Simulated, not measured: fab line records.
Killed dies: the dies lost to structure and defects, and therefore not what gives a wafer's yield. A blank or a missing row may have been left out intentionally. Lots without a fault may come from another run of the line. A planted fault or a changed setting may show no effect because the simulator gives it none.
A struck lot beside a sound one    flow ritCmos    16 steps out of a route of 202
Sound: wafers L953.2, L953.4, L953.6. Struck: wafer L961.5 (L961.1, L961.6, from the same lot, were not struck and are left out); the cause is given at the end.
At each step with rows: each side's tool, then ch and its chambers, then its first start. Under that, the readings that differ: sound wafers    struck wafers    difference of the means    sigmas: that difference in standard deviations of wafers without a fault.
alike: a reading whose means differ by less than 2 such deviations, as well as words and numbers matching on both sides. not compared: withheld readings; readings where some wafer has no value; bounds like >300 that might hide an equal value; numbers whose values overlap and for which the record gives no deviation.
Wherever a step has rows on one side only, a row that says differs or no value, or a row with sigmas, the two part there. Numbers that don't overlap but have no deviation are shown without sigmas and don't part them. A reading missing from all wafers of one side parts the sides only when that side holds two or more wafers.

first, 1 step without rows for these wafers: RIT_PSD_IMPLANT_08.
RIT_PSD_STRIP_09: strips in O2, time 180 s.
  sound on plasmaAsher-02 ch 0,1, day 5 04:13; struck on plasmaAsher-01 ch 1, day 6 18:23
  alike: drypumpMotorCurrentA
  not compared: rfHoursCounterH
RIT_PSD_TW_MEAS_10:
  sound on filmMetro-01, day 5 04:24; struck on filmMetro-01, day 6 18:33
  alike: PSD_TW
then, 3 steps without rows for these wafers: RIT_SDANNEAL_CLEAN_00 (cleans in SC1, time 600 s); RIT_SDANNEAL_CLEAN_01 (cleans in dHF, time 30 s); RIT_SDANNEAL_CLEAN_02 (cleans in SC2, time 600 s).
RIT_SDANNEAL_RTA_03: time 5 s.
  sound on rtpAnneal-01 ch 0, day 5 04:50; struck on rtpAnneal-01 ch 0, day 6 18:59
  alike: wafer_temp_C_max
RIT_SDANNEAL_RS_MEAS_04: uses a four-point probe to measure.
  sound on filmMetro-04, day 5 04:54; struck on filmMetro-04, day 6 19:02
  alike: PSD_RS
RIT_SDANNEAL_RS_MEAS_05: uses a four-point probe to measure.
  sound on filmMetro-04, day 5 05:01; struck on filmMetro-04, day 6 19:10
reading          sound           struck  difference  sigmas
NSD_RS (ohm/sq)  83.7 83.9 83.8  85.0    +1.2        +4
RIT_SDANNEAL_RS_MEAS_06: uses a four-point probe to measure.
  sound on filmMetro-04, day 5 05:08; struck on filmMetro-04, day 6 19:17
  alike: PLDD_RS
RIT_SDANNEAL_RS_MEAS_07: uses a four-point probe to measure.
  sound on filmMetro-04, day 5 05:16; struck on filmMetro-04, day 6 19:24
  alike: NLDD_RS
then, 1 step without rows for these wafers: RIT_SILICIDE_WET_ETCH_00 (etches SiO2 in BOE, target depth 14 nm, time 15 s).
RIT_SILICIDE_SPUTTER_01: material Ti, target thk 30 nm, time 240 s.
  sound on pvdSputter-04, day 5 05:22; struck on pvdSputter-04, day 6 19:32
reading                 sound                 struck  difference  sigmas
chamberPressurePa (Pa)  0.6672 0.6688 0.6663  0.6425  -0.0249     -18
  alike: throttleValvePct
RIT_SILICIDE_RS_MEAS_02: uses a four-point probe to measure.
  sound on filmMetro-02, day 5 05:32; struck on filmMetro-01, day 6 19:41
reading                  sound           struck  difference  sigmas
SILICIDE_TI_RS (ohm/sq)  48.3 47.9 47.8  43.9    -4.1        -6
RIT_SILICIDE_THK_MEAS_03: measures by xrf.
  sound on filmMetro-02, day 5 05:39; struck on filmMetro-01, day 6 19:48
  alike: SILICIDE_TI_THK
RIT_M1_PROBE_99:
  the record holds rows for the sound wafers here (prober-01, day 5 12:39) but none for the struck ones

== WHERE THEY PART ==
First at RIT_SDANNEAL_RS_MEAS_05; last, within this record, at RIT_M1_PROBE_99.

WHY: what the simulator had put in
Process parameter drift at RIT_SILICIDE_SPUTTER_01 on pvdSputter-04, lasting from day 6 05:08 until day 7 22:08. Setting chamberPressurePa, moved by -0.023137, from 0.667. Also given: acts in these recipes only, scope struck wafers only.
